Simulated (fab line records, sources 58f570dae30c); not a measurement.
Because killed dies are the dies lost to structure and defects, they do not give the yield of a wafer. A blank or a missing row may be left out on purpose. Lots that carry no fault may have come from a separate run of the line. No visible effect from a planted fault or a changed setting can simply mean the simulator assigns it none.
Split-lot trial ; flow berkeley_cmos170 ; route with 331 steps; 5 lots, 23 wafers read

## ABOUT THE SPLIT
At UCB170_SILICIDE_SPUTTER_01 (material Ti, target thk 30 nm, time 25 s), the setting time_s was moved away from the recipe's 25 s on 7 of the 23 wafers read, by -14.1% to +6.6%. All remaining wafers had this setting at the recipe value.

## BETWEEN THE SPLIT AND THE READING: the file shows 1 step in between
- UCB170_SILICIDE_RS_MEAS_02: measures by four-point-probe

## THE READING
SILICIDE_TI_THK, in nm, at UCB170_SILICIDE_THK_MEAS_03 (measures by xrf). Typical for fault-free wafers on this fab line: 29.90 nm, with standard deviation 0.23 nm.

wafer;tool, chamber at the split;time_s as run, s;against the recipe;SILICIDE_TI_THK, nm;against lot-mates on the recipe
L075.1;pvd_sputter-03, -;25;recipe;29.55;-
L075.3;pvd_sputter-03, -;25;recipe;29.74;-
L075.6;pvd_sputter-03, -;25;recipe;29.62;-
L077.1;pvd_sputter-01, -;23.59;-5.6%;28.36;-1.45
L077.2;pvd_sputter-01, -;23.59;-5.6%;28.31;-1.50
L077.4;pvd_sputter-01, -;25;recipe;29.78;-
L077.5;pvd_sputter-01, -;25;recipe;29.83;-
L077.6;pvd_sputter-01, -;25;recipe;29.83;-
L080.1;pvd_sputter-02, -;26.65;+6.6%;31.81;+2.29
L080.3;pvd_sputter-02, -;25;recipe;29.59;-
L080.4;pvd_sputter-02, -;26.65;+6.6%;31.83;+2.30
L080.5;pvd_sputter-02, -;25;recipe;29.46;-
L080.6;pvd_sputter-02, -;26.65;+6.6%;31.92;+2.40
L082.1;pvd_sputter-03, -;25;recipe;29.75;-
L082.2;pvd_sputter-03, -;25;recipe;30.16;-
L082.3;pvd_sputter-03, -;25;recipe;29.75;-
L082.5;pvd_sputter-03, -;25;recipe;30.00;-
L082.6;pvd_sputter-03, -;25;recipe;29.75;-
L084.1;pvd_sputter-01, -;25;recipe;30.10;-
L084.2;pvd_sputter-01, -;25;recipe;30.10;-
L084.4;pvd_sputter-01, -;21.48;-14.1%;26.04;-4.05
L084.5;pvd_sputter-01, -;25;recipe;30.06;-
L084.6;pvd_sputter-01, -;21.48;-14.1%;25.96;-4.13

THE FIT
A straight line over all 23 wafers: SILICIDE_TI_THK changes by +0.28 nm for each +1% of time_s; r = +0.99; the points scatter about the line by 0.2 nm.
The same after taking each lot's own level away (the mean of its wafers on the recipe; 23 wafers): +0.304 nm for each +1%; r = +0.99; scatter 0.16 nm.
That fit puts the effect of the largest move of time_s on the reading at 4.3 nm.
The span of the lots' own levels, 29.525 to 30.087 nm, comes to 2.4 times the standard deviation stated above.
Consequently the slope shifts little with the lot-to-lot level, the two slopes agreeing.
Check: for one of the wafers moved furthest among these (-14.1%), held out of the fit, the line's prediction against its lot-mates is -4.28 nm. It came out at -4.05 nm against them.

## ADDITIONAL SPLITS CARRIED BY THESE WAFERS
These wafers also went through other splits before the reading. Each is held against what the fit with the lots' levels taken away leaves over:
other split on the same wafers;wafers away from the commonest value;r with SILICIDE_TI_THK (lot level and that fit taken away)
UCB170_GATE_EXPOSE_09 dose_mj;10;-0.02
UCB170_NLDD_IMPLANT_09 energy_kev;9;-0.05
UCB170_NSD_IMPLANT_08 energy_kev;10;+0.18

## THE WHOLE CHAIN: every reading that the file lists as answering this split, in the file's order
step;what it does;reading;change (the file's fit);r (the file's)
UCB170_SILICIDE_SPUTTER_01;material Ti, target thk 30 nm, time 25 s;Ti_of_SILICIDE_SPUTTER_01.thk_nm (the simulator's own value, which no gauge read);+0.294 nm for each +1% of the setting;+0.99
UCB170_SILICIDE_RS_MEAS_02;measures by four-point-probe;SILICIDE_TI_RS;-0.345 for each +1% of the setting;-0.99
UCB170_SILICIDE_THK_MEAS_03;measures by xrf;SILICIDE_TI_THK;+0.297 for each +1% of the setting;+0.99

## FILE'S OWN FIT
SILICIDE_TI_THK changes by +0.297 nm for each +1% of time_s, r = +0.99.
